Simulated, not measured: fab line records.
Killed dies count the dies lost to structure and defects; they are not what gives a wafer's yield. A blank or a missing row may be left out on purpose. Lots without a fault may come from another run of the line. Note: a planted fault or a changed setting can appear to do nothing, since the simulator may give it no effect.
fab line records	flow rit_cmos
[record] lots = 5	wafers = 15	last_day = 7
route steps=202 shown SILICIDE@161 CONTACT@168 M1@202
lots with no fault: from the same line, run without faults
start_h: hours from the record's opening day to when the first of the lot's shown wafers began	wait_h: hours since the lot's step before	" the same as in the row above	L1.1+2: a single row standing in for several wafers	- either no value or no given start	* or withheld: withheld	< > ~ a bound
route shown NAME@n: NAME is a module with steps in the file, n the number in the route of the first one	usual: average and standard deviation across the fault-free wafers	same: alike in all rows	chamber/n: place in a boat	sites: each site's reading	_std_site: standard deviation across them	_edge_site: outer sites' mean less inner sites'	radius_mm: how far each site lies from the wafer's centre	mask NAME#n: copy n	behind: tool/chamber where the wafer was last shaped	hold: cause of the lot's hold/its duration in hours/its outcome	device: which transistor (n, p or np) failed to switch	end of line: the tests these same wafers got at the end of their route	a step with no rows: only its recipe	killed: dies lost to structure and defects at the first sort, not the wafer's yield	map: a wafer's dies, x killed, . not, _ none there
set.NAME: setting as actually run; set.NAME@STEP: the setting as run at that earlier step	model.NAME: the simulator's own value behind a step, which no gauge read
certain route steps with their lots: each step a table, each wafer a row
services: the hour from which a tool's chamber was out of use, counted from the record's first day as start_h (under 0 if before that day), plus the number of hours and why
[[steps]]
[step RIT_SILICIDE_WET_ETCH_00]
[recipe] chemistry = BOE	target = SiO2	target_depth_nm = 14	time_s = 15	dry = n2_spin	dilution = 10:1	temp_c = 21.5
[step RIT_SILICIDE_SPUTTER_01]
[recipe] material = Ti	target_thk_nm = 30	power_w = 350	chamber_pressure_pa = 0.667	gas = Ar	time_s = 248.2	substrate_temp_c = 25
[usual] throttle_valve_pct = 29.7/0.72
lot.wafer	tool	chamber	start_h	wait_h	throttle_valve_pct
L414.1	pvd_sputter-03	-	50.62	0.0	28.4
L414.3	"	-	"	"	30.7
L414.6	"	-	"	"	30.9
L420.1	pvd_sputter-04	-	88.61	0.0	29.9
L420.3	"	-	"	"	29.2
L420.4	"	-	"	"	28.9
L430.2	pvd_sputter-04	-	137.66	0.0	30.4
L430.3	"	-	"	"	29.3
L430.6	"	-	"	"	28.9
L431.2	pvd_sputter-03	-	139.46	0.0	28.7
L431.3	"	-	"	"	30.6
L431.4	"	-	"	"	29.8
L433.3	pvd_sputter-02	-	151.19	0.0	30.6
L433.4	"	-	"	"	29.7
L433.6	"	-	"	"	30.2
[step RIT_SILICIDE_RS_MEAS_02]
[recipe] thk_meas_gauge = four-point-probe	reads = Ti_of_SILICIDE_SPUTTER_01
[usual] SILICIDE_TI_RS = 46.0/0.55
lot.wafer	tool	chamber	start_h	wait_h	SILICIDE_TI_RS[ohm/sq]
L414.1	film_metro-01	-	50.77	0.1	45.6
L414.3	"	-	"	"	45.0
L414.6	"	-	"	"	45.6
L420.1	film_metro-03	-	88.76	0.1	46.1
L420.3	"	-	"	"	47.0
L420.4	"	-	"	"	46.3
L430.2	film_metro-04	-	137.83	0.1	45.5
L430.3	"	-	"	"	45.7
L430.6	"	-	"	"	46.4
L431.2	film_metro-01	-	139.63	0.1	46.1
L431.3	"	-	"	"	45.3
L431.4	"	-	"	"	46.2
L433.3	film_metro-04	-	151.38	0.1	45.8
L433.4	"	-	"	"	46.0
L433.6	"	-	"	"	46.4
[step RIT_SILICIDE_THK_MEAS_03]
[recipe] thk_meas_gauge = xrf	reads = Ti_of_SILICIDE_SPUTTER_01
[usual] SILICIDE_TI_THK = 30.7/0.33
lot.wafer	tool	chamber	start_h	wait_h	SILICIDE_TI_THK[nm]
L414.1	film_metro-01	-	50.89	0.1	31.0
L414.3	"	-	"	"	31.3
L414.6	"	-	"	"	31.2
L420.1	film_metro-03	-	88.88	0.1	30.7
L420.3	"	-	"	"	30.4
L420.4	"	-	"	"	30.5
L430.2	film_metro-04	-	137.94	0.1	30.9
L430.3	"	-	"	"	30.8
L430.6	"	-	"	"	30.4
L431.2	film_metro-01	-	139.74	0.1	30.8
L431.3	"	-	"	"	31.2
L431.4	"	-	"	"	30.7
L433.3	film_metro-04	-	151.48	0.1	30.8
L433.4	"	-	"	"	30.6
L433.6	"	-	"	"	30.3
[step RIT_SILICIDE_RTA_04]
[recipe] temp_c = 650	time_s = 10	idle_temp_c = 25	ramp_up_s = 5	ramp_down_s = 5	cool_to_c = 25	ambient = N2
[usual] wafer_temp_C_max = 652.1/0.54
lot.wafer	tool	chamber	start_h	wait_h	wafer_temp_C_max
L414.1	rtp_anneal-02	0	50.95	0.1	651.9
L414.3	"	0	"	"	651.7
L414.6	"	0	"	"	651.3
L420.1	rtp_anneal-02	0	88.94	0.1	652.1
L420.3	"	0	"	"	652.1
L420.4	"	0	"	"	651.3
L430.2	rtp_anneal-02	0	138.00	0.1	652.3
L430.3	"	0	"	"	651.5
L430.6	"	0	"	"	651.8
L431.2	rtp_anneal-01	0	139.81	0.1	652.6
L431.3	"	0	"	"	652.6
L431.4	"	0	"	"	652.0
L433.3	rtp_anneal-01	0	151.54	0.1	652.5
L433.4	"	0	"	"	652.7
L433.6	"	0	"	"	651.6
[step RIT_SILICIDE_WET_ETCH_05]
[recipe] chemistry = SPM	target = Ti	temp_c = 90	time_s = 120	dry = n2_spin
[step RIT_SILICIDE_RTA_06]
[recipe] temp_c = 750	time_s = 10	idle_temp_c = 25	ramp_up_s = 5	ramp_down_s = 10	cool_to_c = 25	ambient = N2
[usual] wafer_temp_C_max = 752.5/0.54
lot.wafer	tool	chamber	start_h	wait_h	wafer_temp_C_max
L414.1	rtp_anneal-01	0	51.06	0.0	753.2
L414.3	"	0	"	"	753.3
L414.6	"	0	"	"	752.9
L420.1	rtp_anneal-01	0	89.05	0.0	752.2
L420.3	"	0	"	"	752.6
L420.4	"	0	"	"	752.0
L430.2	rtp_anneal-01	0	138.11	0.0	752.9
L430.3	"	0	"	"	752.3
L430.6	"	0	"	"	752.6
L431.2	rtp_anneal-02	0	139.92	0.0	752.7
L431.3	"	0	"	"	751.7
L431.4	"	0	"	"	752.0
L433.3	rtp_anneal-02	0	151.68	0.0	752.3
L433.4	"	0	"	"	752.1
L433.6	"	0	"	"	752.8
[step RIT_CONTACT_CVD_00]
[recipe] material = SiO2	target_thk_nm = 400	precursor = TEOS	temp_c = 390	time_s = 61	rf_w = 400
[usual] heater_power_w = 307/35	susceptor_temp_C = 389.97/0.23
lot.wafer	tool	chamber	start_h	wait_h	heater_power_w	susceptor_temp_C
L414.1	pecvd-02	0	51.12	0.1	344	389.91
L414.3	"	2	"	"	274	389.85
L414.6	"	2	"	"	283	390.15
L420.1	pecvd-02	2	89.18	0.1	289	389.40
L420.3	"	1	"	"	276	389.67
L420.4	"	2	"	"	297	389.59
L430.2	pecvd-01	0	138.17	0.0	333	389.67
L430.3	"	0	"	"	352	389.92
L430.6	"	0	"	"	371	390.13
L431.2	pecvd-03	0	139.97	0.0	294	389.94
L431.3	"	2	"	"	253	389.76
L431.4	"	0	"	"	302	390.24
L433.3	pecvd-01	2	151.79	0.1	280	389.73
L433.4	"	0	"	"	284	389.65
L433.6	"	2	"	"	302	389.75
[step RIT_CONTACT_THK_MEAS_01]
[recipe] reads = SiO2_of_CONTACT_CVD_00
[usual] CONTACT_TEOS_THK = 401/6
lot.wafer	tool	chamber	start_h	wait_h	CONTACT_TEOS_THK[nm]
L414.1	film_metro-04	-	51.18	0.0	403
L414.3	"	-	"	"	396
L414.6	"	-	"	"	401
L420.1	film_metro-04	-	89.23	0.0	396
L420.3	"	-	"	"	395
L420.4	"	-	"	"	398
L430.2	film_metro-03	-	138.26	0.1	406
L430.3	"	-	"	"	408
L430.6	"	-	"	"	411
L431.2	film_metro-02	-	140.03	0.0	395
L431.3	"	-	"	"	404
L431.4	"	-	"	"	408
L433.3	film_metro-02	-	151.86	0.0	406
L433.4	"	-	"	"	403
L433.6	"	-	"	"	411
[step RIT_CONTACT_HMDS_02]
[recipe] prime_time_s = 60	prime_temp_c = 140
[step RIT_CONTACT_COAT_03]
[recipe] resist = NOVOLAK	spin_rpm = 3250	resist_thk_nm = 1000
[step RIT_CONTACT_SOFTBAKE_04]
[recipe] resist = NOVOLAK	temp_c = 90	time_s = 60
[step RIT_CONTACT_EXPOSE_05]
[recipe] mask_id = M11	na = 0.6	source_shape = conventional	sigma_outer = 0.5	target_cd_nm = 1000	dose_mj = 250
lot.wafer	tool	chamber	start_h	wait_h	mask
L414.1+3+6	iline_stepper-02	0	51.69	0.1	M11#0
L420.1+3+4	iline_stepper-01	0	89.74	0.1	M11_R1#0
L430.2+3+6	iline_stepper-01	0	138.77	0.1	M11#0
L431.2+3+4	iline_stepper-02	0	140.68	0.2	M11#0
L433.3+4+6	iline_stepper-01	0	152.51	0.2	M11#0
[step RIT_CONTACT_PEB_06]
[recipe] resist = NOVOLAK	temp_c = withheld	time_s = withheld
[step RIT_CONTACT_DEVELOP_07]
[recipe] resist = NOVOLAK	develop_time_s = 114.2	dev_temp_c = 23
lot.wafer	tool	chamber	start_h	wait_h	model.CONTACT.cd_nm
L414.1+6	litho_track-04	0	-	-	1001
L414.3	"	0	"	"	1002
L420.1	litho_track-03	0	-	-	1154
L420.3	"	0	"	"	1151
L420.4	"	0	"	"	1155
L430.2	litho_track-01	0	-	-	1001
L430.3	"	0	"	"	996.4
L430.6	"	0	"	"	997.8
L431.2	litho_track-04	0	-	-	999.3
L431.3	"	0	"	"	1000
L431.4	"	0	"	"	1001
L433.3	litho_track-03	0	-	-	998.5
L433.4	"	0	"	"	998.4
L433.6	"	0	"	"	997.1
[step RIT_CONTACT_CD_MEAS_08]
[recipe] target_cd_nm = 1000
[usual] cd_nm = 999.8/2.2
lot.wafer	tool	chamber	start_h	wait_h	cd_nm
L414.1	cd_sem-01	-	52.20	-	1000.8
L414.3	"	-	"	"	1002.0
L414.6	"	-	"	"	1000.8
L420.1	cd_sem-01	-	90.26	-	1153.8
L420.3	"	-	"	"	1151.7
L420.4	"	-	"	"	1154.7
L430.2	cd_sem-01	-	139.29	-	1001.2
L430.3	"	-	"	"	996.2
L430.6	"	-	"	"	997.7
L431.2	cd_sem-02	-	141.20	-	999.7
L431.3	"	-	"	"	1000.6
L431.4	"	-	"	"	1001.0
L433.3	cd_sem-01	-	153.03	-	998.4
L433.4	"	-	"	"	998.4
L433.6	"	-	"	"	997.0
[step RIT_CONTACT_OVL_MEAS_09]
[usual] CONTACT_OVL = -0.6/1.6
lot.wafer	tool	chamber	start_h	wait_h	CONTACT_OVL[nm]
L414.1	overlay-01	-	52.32	0.1	1.8
L414.3	"	-	"	"	1.6
L414.6	"	-	"	"	-0.1
L420.1	overlay-02	-	90.38	0.1	0.5
L420.3	"	-	"	"	-1.1
L420.4	"	-	"	"	-1.8
L430.2	overlay-02	-	139.40	0.1	0.2
L430.3	"	-	"	"	-0.9
L430.6	"	-	"	"	0.0
L431.2	overlay-01	-	141.30	0.1	0.7
L431.3	"	-	"	"	0.2
L431.4	"	-	"	"	-1.3
L433.3	overlay-02	-	153.12	0.1	-1.9
L433.4	"	-	"	"	-0.4
L433.6	"	-	"	"	-1.6
[step RIT_CONTACT_HARDBAKE_10]
[recipe] resist = NOVOLAK	temp_c = 140	time_s = 60
[step RIT_CONTACT_ETCH_11]
[recipe] target_depth_a = 4800	over_etch_frac = 0.2	stop_on = TiSi2	chemistry = CHF3/CF4/Ar	target = SiO2	CHF3_flow_sccm = 50	cf4_flow_sccm = 10	Ar_flow_sccm = 100	O2_flow_sccm = 5	pressure_mtorr = 100	rf_w = 200	time_s = 320
[usual] cf4_flow_sccm = 10.00/0.031	drypump_motor_current_A = 5.7/0.49	oes_product_au = 0.987/0.017	throttle_valve_pct = 8.90/0.13
lot.wafer	tool	chamber	start_h	wait_h	cf4_flow_sccm	drypump_motor_current_A	oes_product_au	rf_hours_counter_h	throttle_valve_pct	model.CONTACT.cd_nm
L414.1	rie_diel-04	2	52.51	0.1	10.03	5.4	0.965	39	8.80	1001
L414.3	"	0	"	"	10.00	5.9	0.972	4	8.98	1002
L414.6	"	3	"	"	10.03	5.4	0.992	-	8.92	1001
L420.1	rie_diel-04	1	90.56	0.1	10.05	5.6	0.978	89	8.79	1153
L420.3	"	3	"	"	9.99	5.4	0.991	19	8.93	1151
L420.4	"	2	"	"	9.97	5.4	0.967	39	8.81	1155
L430.2	rie_diel-04	3	139.58	0.1	10.00	5.4	0.991	20	8.92	1001
L430.3	"	1	"	"	9.99	5.6	0.976	90	8.81	996.8
L430.6	"	2	"	"	10.03	5.4	0.975	-	8.83	998.2
L431.2	rie_diel-02	0	141.48	0.1	10.02	4.9	0.996	17	9.02	998.9
L431.3	"	3	"	"	9.96	6.4	1.006	56	8.99	1000
L431.4	"	1	"	"	10.00	6.5	1.001	116	8.74	1001
L433.3	rie_diel-01	3	153.43	0.2	10.02	5.7	0.980	-	8.96	998.6
L433.4	"	0	"	"	10.00	4.9	0.955	-	9.14	998.8
L433.6	"	3	"	"	10.02	5.7	0.974	-	8.94	997.1
[step RIT_CONTACT_STRIP_12]
[recipe] chemistry = O2	time_s = 180	resist = NOVOLAK	platen_temp_c = withheld	power_w = 500	pressure_mtorr = 4000	o2_flow_sccm = 4000
[usual] drypump_motor_current_A = 5.6/0.55
lot.wafer	tool	chamber	start_h	wait_h	drypump_motor_current_A	rf_hours_counter_h
L414.1	plasma_asher-03	0	52.70	0.1	5.3	40
L414.3	"	0	"	"	5.3	-
L414.6	"	0	"	"	5.3	-
L420.1	plasma_asher-04	0	90.76	0.1	5.4	43
L420.3	"	1	"	"	6.6	-
L420.4	"	0	"	"	5.4	-
L430.2	plasma_asher-03	0	139.77	0.1	5.3	2
L430.3	"	1	"	"	5.5	-
L430.6	"	1	"	"	5.5	-
L431.2	plasma_asher-04	1	141.68	0.1	6.6	49
L431.3	"	1	"	"	6.6	-
L431.4	"	0	"	"	5.4	-
L433.3	plasma_asher-01	1	153.68	0.2	6.4	-
L433.4	"	0	"	"	4.9	-
L433.6	"	0	"	"	4.9	-
[step RIT_M1_PROBE_99]
[usual] killed_at_M0_to_M3 = 0.0/0.2	killed_at_contacts = 0.1/0.25	killed_at_front_end = 6/3.1	killed_dies = 6/3.1	killed_on_rim = 1.6/1.4	killed_open = 2.9/2	killed_short = 3.3/2
[same] gross_dies = 264	killed_at_M4_up = 0	killed_at_back_side = 0	killed_at_other = 0
lot.wafer	tool	chamber	start_h	wait_h	killed_at_M0_to_M3	killed_at_contacts	killed_at_front_end	killed_dies	killed_on_rim	killed_open	killed_short	model.etest.contact_to_gate.bv_right_v	model.etest.contact_to_gate.bv_left_v	model.etest.contact_npoly.rc_ohm	model.etest.contact_nplus.rc_ohm	model.etest.contact_pplus.rc_ohm	model.etest.contact_ppoly.rc_ohm
L414.1	prober-02	-	57.66	0.1	0	0	9	9	2	5	4	91.19	92	1.324	1.357	1.347	1.327
L414.3	prober-02	-	57.76	0.2	0	0	2	2	0	0	2	88.87	89.48	1.3	1.301	1.314	1.357
L414.6	prober-02	-	57.91	0.2	0	0	2	2	1	2	0	91.96	87.04	1.329	1.347	1.336	1.362
L420.1	prober-02	-	95.53	0.1	0	47	6	53	16	3	3	50.88	51.43	1.306	1.296	1.264	1.277
L420.3	prober-02	-	95.63	0.2	0	45	6	51	17	3	3	53.04	54.23	1.278	1.276	1.31	1.287
L420.4	prober-02	-	95.68	0.2	0	46	5	51	15	2	3	53.42	50.52	1.324	1.323	1.309	1.313
L430.2	prober-02	-	144.48	0.1	0	0	3	3	0	2	1	88.52	90.18	1.332	1.388	1.356	1.334
L430.3	prober-02	-	144.53	0.2	0	0	9	9	4	3	6	92.17	91.61	1.326	1.409	1.383	1.387
L430.6	prober-02	-	144.68	0.2	0	0	5	5	3	3	2	90.8	92.29	1.37	1.356	1.402	1.346
L431.2	prober-01	-	146.38	0.1	0	0	8	8	1	3	5	93.14	91.35	1.273	1.335	1.325	1.337
L431.3	prober-01	-	146.43	0.2	1	0	7	8	3	3	5	91.36	90.3	1.318	1.361	1.341	1.303
L431.4	prober-01	-	146.48	0.2	0	0	6	6	0	2	4	91.91	92.41	1.31	1.334	1.374	1.344
L433.3	prober-01	-	158.45	0.2	0	0	10	10	2	5	5	88.42	91.16	1.327	1.291	1.351	1.322
L433.4	prober-01	-	158.50	0.2	0	0	2	2	2	0	2	91.91	89.62	1.366	1.351	1.354	1.367
L433.6	prober-01	-	158.60	0.2	0	0	10	10	4	9	1	89.54	93.4	1.363	1.362	1.349	1.366
// killed by level:class
L414.1 FOX1:geometric_particle:short=2 SILICIDE:geometric_particle:open=2 FOX1:geometric_particle:open=1 FOX2:geometric_particle:short=1 REOX:geometric_particle:open=1 SPACER:geometric_particle:open=1 SILICIDE:geometric_particle:short=1
L414.3 GATE:geometric_particle:short=1 REOX:geometric_particle:short=1
L414.6 ACTIVE:geometric_particle:open=1 GATE:geometric_particle:open=1
L420.1 CONTACT:area_expose=47 FOX1:geometric_particle:short=2 GATE:geometric_particle:open=2 GATE:geometric_particle:short=1 SPACER:geometric_particle:open=1
L420.3 CONTACT:area_expose=45 REOX:geometric_particle:open=2 FOX1:geometric_particle:short=1 GATE:geometric_particle:short=1 SPACER:geometric_particle:open=1 SILICIDE:geometric_particle:short=1
L420.4 CONTACT:area_expose=46 GATE:geometric_particle:open=2 SILICIDE:geometric_particle:short=2 FOX2:geometric_particle:short=1
L430.2 FOX1:geometric_particle:open=1 GATE:geometric_particle:short=1 SILICIDE:geometric_particle:open=1
L430.3 GATE:geometric_particle:short=2 SILICIDE:geometric_particle:short=2 FOX1:geometric_particle:open=1 FOX1:geometric_particle:short=1 REOX:geometric_particle:open=1 REOX:geometric_particle:short=1 SILICIDE:geometric_particle:open=1
L430.6 GATE:geometric_particle:open=3 GATE:geometric_particle:short=2
L431.2 GATE:geometric_particle:open=2 REOX:geometric_particle:short=2 SPACER:geometric_particle:short=2 SILICIDE:geometric_particle:open=1 SILICIDE:geometric_particle:short=1
L431.3 FOX1:geometric_particle:short=2 REOX:geometric_particle:short=2 SILICIDE:geometric_particle:open=2 SPACER:geometric_particle:open=1 M1:geometric_particle:short=1
L431.4 FOX2:geometric_particle:open=1 GATE:geometric_particle:short=1 REOX:geometric_particle:short=1 SPACER:geometric_particle:open=1 SPACER:geometric_particle:short=1 SILICIDE:geometric_particle:short=1
L433.3 FOX2:geometric_particle:short=2 FOX1:geometric_particle:short=1 FOX1:geometric_particle:open=1 FOX2:geometric_particle:open=1 GATE:geometric_particle:open=1 GATE:geometric_particle:short=1 REOX:geometric_particle:open=1 SPACER:geometric_particle:open=1
L433.4 FOX1:geometric_particle:short=1 REOX:geometric_particle:short=1
L433.6 GATE:geometric_particle:open=4 FOX1:geometric_particle:open=2 FOX2:geometric_particle:open=2 REOX:geometric_particle:open=1 SPACER:geometric_particle:short=1
// map L420.1 (x killed, . not)
________......._______
_____...........x.____
____...............___
___................x__
__.....x.........x..._
__............x.x...._
_........x............
_..............xx..x..
_.............xx...xxx
_.......x.....xx.xx.x.
__....x.......x.xxxx._
__.........x..x.xxx.x_
___x.......xx...xxxx__
____.x.x...x.xx.x..___
_____x........xxxx____
________..x..x._______
// map L433.3 (x killed, . not)
________......._______
_____.............____
____...............___
___.................__
__...x...........x..._
__..................._
_.....................
_.......x.............
_..............x.....x
_.....................
__..................._
__x...........x......_
___.........x.......__
____.....x.........___
_____........x....____
________......._______
[[services]]
tool	chamber	start_h	hours	kind
pvd_sputter-04	-	30.50	2.2	repair
iline_stepper-02	-	30.82	2.1	pm
iline_stepper-02	-	32.91	-	consumable_replace:lamp
pvd_sputter-03	-	34.94	1.0	repair
rie_diel-01	0	35.94	40.7	repair
pecvd-02	-	47.61	1.3	repair
rie_diel-02	0	51.74	13.6	repair
pvd_sputter-03	-	75.64	2.5	repair
rie_diel-01	1	86.71	-	clean
rie_diel-01	1	86.71	-	consumable_replace:esc
plasma_asher-03	-	88.64	1.2	repair
iline_stepper-01	-	101.83	2.6	repair
iline_stepper-02	-	104.42	1.7	pm
plasma_asher-03	-	108.75	9.0	pm
plasma_asher-03	0	108.75	9.0	vent_cycle
plasma_asher-03	1	108.75	9.0	vent_cycle
pecvd-01	2	114.40	2.5	repair
rie_diel-01	2	114.80	1.8	repair
plasma_asher-03	0	117.75	-	clean
plasma_asher-03	1	117.75	-	clean
iline_stepper-01	-	122.23	1.7	pm
pecvd-01	1	134.73	29.9	repair
iline_stepper-02	0	147.76	-	calibration
rie_diel-01	1	149.95	4.8	repair
[[key]]
[first_sign] step = RIT_CONTACT_EXPOSE_05	reading = mask	direction = changed
[effect] step = RIT_CONTACT_CD_MEAS_08	reading = cd_nm	direction = up	sigmas = 69	usual = 999.8	struck = 1153.4
[effect] step = RIT_M1_PROBE_99	reading = killed_at_contacts	direction = up	sigmas = 46	usual = 0.1	struck = 46
[model_effect] step = RIT_CONTACT_DEVELOP_07	value = CONTACT.cd_nm	without = 1003	struck = 1153
[model_effect] step = RIT_CONTACT_ETCH_11	value = CONTACT.cd_nm	without = 1003	struck = 1153
[model_effect] step = RIT_M1_PROBE_99	value = etest.contact_to_gate.bv_right_v	without = 89.95	struck = 52.45
[more_kills_born_at] RIT_CONTACT_EXPOSE_05@iline_stepper-01 = 138
met_at RIT_CONTACT_EXPOSE_05
struck_wafers L420.1,L420.3,L420.4
tester_left_out L420
[fault] kind = wrong_mask	tool = any	chamber = -	onset_h = 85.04	steps = RIT_CONTACT_EXPOSE_05	aux_copy = M11_R1#0	cd_offset_nm = 150	scope = struck_lots_only
// tester_left_out: of these lots the tester's yield and bins aren't shown, on N5 and GAA mostly nor the transistor test; their killed dies are dies lost to structure and defects alone, not to doping, threshold or leakage, so they don't give the yield
